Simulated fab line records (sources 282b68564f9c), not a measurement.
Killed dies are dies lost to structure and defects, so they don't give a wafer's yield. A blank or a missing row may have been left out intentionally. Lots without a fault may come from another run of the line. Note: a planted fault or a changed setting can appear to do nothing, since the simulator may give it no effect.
A struck lot beside a sound one    flow rit_cmos    18 steps out of a route of 202
Sound: wafers L225.1, L225.4, L225.6. Wafers struck: L222.2, L222.3, L222.5. The cause is named last.
At each step with rows: each side's tool, then ch and its chambers, then its first start. Under that, the readings that differ: sound wafers    struck wafers    difference of the means    sigmas: that difference in standard deviations of wafers without a fault.
alike: same words and numbers on both sides, and readings whose means sit less than 2 such deviations apart. not compared: any withheld reading, any reading some wafer has no value for, any bound like >300 that may hide the same value, and any number with overlapping values for which the record gives no deviation.
The two part at a step that has a row with sigmas, a row that says differs or no value, or rows on one side only. Numbers that have no deviation but don't overlap get no sigmas and don't part them. Lack of a reading on every wafer of one side parts them only where that side has two or more wafers.

first, 1 step without rows for these wafers: RIT_PWELL_DEVELOP_05 (develop time 68 s).
RIT_PWELL_OVL_MEAS_06:
  struck on overlay-01, day 4 00:47; sound on overlay-01, day 4 15:07
  alike: PWELL_OVL
then, 2 steps without rows for these wafers: RIT_PWELL_HARDBAKE_07 (time 120 s); RIT_PWELL_IMPLANT_08.
RIT_PWELL_STRIP_09: strips in O2, time 180 s.
  sound on plasma_asher-03 ch 1, day 4 15:45; struck on plasma_asher-04 ch 0,1, day 4 01:13
reading                      sound           struck          difference  sigmas
drypump_motor_current_A (A)  5.76 5.77 5.77  5.87 6.59 6.59  +0.58       +2
  not compared: rf_hours_counter_h
RIT_PWELL_TW_MEAS_10:
  struck on film_metro-04, day 4 01:24; sound on film_metro-01, day 4 15:56
  alike: PWELL_TW
then, 1 step without rows for these wafers: RIT_WELLDRIVE_ANNEAL_00 (time 14700 s).
RIT_WELLDRIVE_RS_MEAS_01: measurement is done with a four-point probe.
  struck on film_metro-04, day 4 06:33; sound on film_metro-01, day 4 21:04
  alike: NWELL_RS
RIT_WELLDRIVE_RS_MEAS_02: measurement is done with a four-point probe.
  struck on film_metro-04, day 4 06:40; sound on film_metro-01, day 4 21:11
  alike: PWELL_RS
then, 3 steps without rows for these wafers: RIT_NRETRO_HMDS_00 (prime time 60 s); RIT_NRETRO_COAT_01 (resist thk 1300 nm); RIT_NRETRO_SOFTBAKE_02 (time 60 s).
RIT_NRETRO_EXPOSE_03: exposes mask M4, target cd 43900 nm.
  sound on iline_stepper-02 ch 0, day 4 21:53; struck on iline_stepper-01 ch 0, day 4 07:14
reading                         sound                    struck             difference  sigmas
model.NRETRO.overlay_x_nm (nm)  -0.4728 -0.4728 -0.4728  418.6 418.6 418.6  +419.1      
  alike: mask, stage_vel_mm_s
then, 2 steps without rows for these wafers: RIT_NRETRO_PEB_04; RIT_NRETRO_DEVELOP_05 (develop time 68 s).
RIT_NRETRO_OVL_MEAS_06:
  struck on overlay-01, day 4 07:40; sound on overlay-02, day 4 22:19
reading          sound           struck             difference  sigmas
NRETRO_OVL (nm)  -3.8 -1.3 -1.7  419.8 420.5 421.0  +422.7      +99 or more
then, 1 step without rows for these wafers: RIT_NRETRO_HARDBAKE_07 (time 120 s).
RIT_M1_PROBE_99:
  struck on prober-01, day 5 14:02; sound on prober-02, day 6 01:49
reading                                     sound                 struck                difference  sigmas
killed_at_contacts                          0 0 0                 0 1 1                 +1          +2
model.etest.well_edge_left.line_ohm_um      180.8 180 183.4       188.3 187.2 190.7     +7.3        
model.etest.retro_edge_nmos.off_log10_a_um  -10.24 -10.28 -10.35  -6.797 -6.567 -7.338  +3.389      
model.etest.retro_edge_pmos.off_log10_a_um  -10.44 -10.37 -10.7   -7.163 -6.948 -7.578  +3.274      
  alike: killed_at_front_end, killed_dies, killed_open, killed_short

WHERE THEY PART
At RIT_PWELL_STRIP_09 first; at RIT_M1_PROBE_99 last (within this record only).

WHY: the cause the simulator had injected
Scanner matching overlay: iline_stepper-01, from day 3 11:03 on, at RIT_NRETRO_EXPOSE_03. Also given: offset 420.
